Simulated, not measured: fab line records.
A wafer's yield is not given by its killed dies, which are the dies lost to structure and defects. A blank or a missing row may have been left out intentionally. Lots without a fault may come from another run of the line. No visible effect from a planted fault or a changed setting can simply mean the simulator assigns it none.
Which tool did it? -- flow berkeleyCmos170 -- 40 wafers from 14 lots sampled at 2 of the route's 331 steps

WHAT THE GAUGES SHOWED, per wafer
UCB170_V2_THK_MEAS_01.
lot,measured,on,V2_TEOS_THK (nm)
L193,day 7 12:31,filmMetro-04,1989 1990 2010
L194,day 7 14:04,filmMetro-04,1982 2004 1997
L196,day 7 14:11,filmMetro-04,1977 1965 2036
L197,day 8 01:44,filmMetro-04,1996 2044 2033
L199,day 8 19:50,filmMetro-02,1999 2012 1994
L205,day 9 05:29,filmMetro-02,1992 2003 2038
L204,day 9 06:07,filmMetro-02,2019 1999 2003
L201,day 9 06:47,filmMetro-03,1954 1978 1987
L203,day 9 06:51,filmMetro-02,1985 2037 2074
L207,day 10 02:47,filmMetro-03,1990 2027 2036
L211,day 11 11:28,filmMetro-02,2008 2035 2028
L212,day 11 11:43,filmMetro-03,1979 1949 1982
L213,day 12 03:33,filmMetro-04,2000 2040 2040
L216,day 12 07:09,filmMetro-04,2013

UCB170_V2_BOW_MEAS_03.
lot,measured,on,V2_BOW (um)
L193,day 7 12:53,filmMetro-02,29 32 38
L194,day 7 14:26,filmMetro-04,30 37 34
L196,day 7 14:44,filmMetro-02,40 36 36
L197,day 8 02:06,filmMetro-04,38 43 45
L199,day 8 20:12,filmMetro-03,32 33 42
L205,day 9 05:52,filmMetro-03,36 37 40
L204,day 9 06:29,filmMetro-03,38 43 38
L201,day 9 07:09,filmMetro-03,36 32 28
L203,day 9 07:13,filmMetro-02,33 41 44
L207,day 10 03:09,filmMetro-02,41 35 43
L211,day 11 11:52,filmMetro-04,40 32 34
L212,day 11 12:07,filmMetro-02,37 42 44
L213,day 12 04:05,filmMetro-02,41 31 31
L216,day 12 07:32,filmMetro-02,32

WHICH TOOL RAN EACH LOT (tool, then ch and the chambers of the sampled wafers, then the start)
The record holds no process step before these readings.

AS READ BY THE TOOLS THEMSELVES (means over the sampled wafers that have a number; for cases with no such wafer, the mark the record gives instead)
The record holds no such reading with a usual standard deviation.

THE ANSWER, worked out from the rows above alone
Rule: the lots themselves supply what counts as usual. Put in order of their means at a reading, lots are off if they are a third of the lots or fewer, leave a main group of 4 or more, and stand apart from it by a gap of 3 or more times the standard deviation of the main group's means; of several such gaps the widest counts. The tables above print the reading to a certain number of digits; a main group whose means all agree to those digits is not used. Also off: a lot with no number at a reading for which 4 or more lots have one. The other lots that the step has rows for count as sound. After the gauges, taken in route order, come the tools' own readings; for these a lot's mean is taken, as printed above. The first step at which some lot is off is used, and at that step the reading that is off furthest; a lot without a number counts as furthest.
No lot is off on any of the readings shown, so nothing can be concluded from this.

WHAT HAD BEEN PUT IN BY THE SIMULATOR
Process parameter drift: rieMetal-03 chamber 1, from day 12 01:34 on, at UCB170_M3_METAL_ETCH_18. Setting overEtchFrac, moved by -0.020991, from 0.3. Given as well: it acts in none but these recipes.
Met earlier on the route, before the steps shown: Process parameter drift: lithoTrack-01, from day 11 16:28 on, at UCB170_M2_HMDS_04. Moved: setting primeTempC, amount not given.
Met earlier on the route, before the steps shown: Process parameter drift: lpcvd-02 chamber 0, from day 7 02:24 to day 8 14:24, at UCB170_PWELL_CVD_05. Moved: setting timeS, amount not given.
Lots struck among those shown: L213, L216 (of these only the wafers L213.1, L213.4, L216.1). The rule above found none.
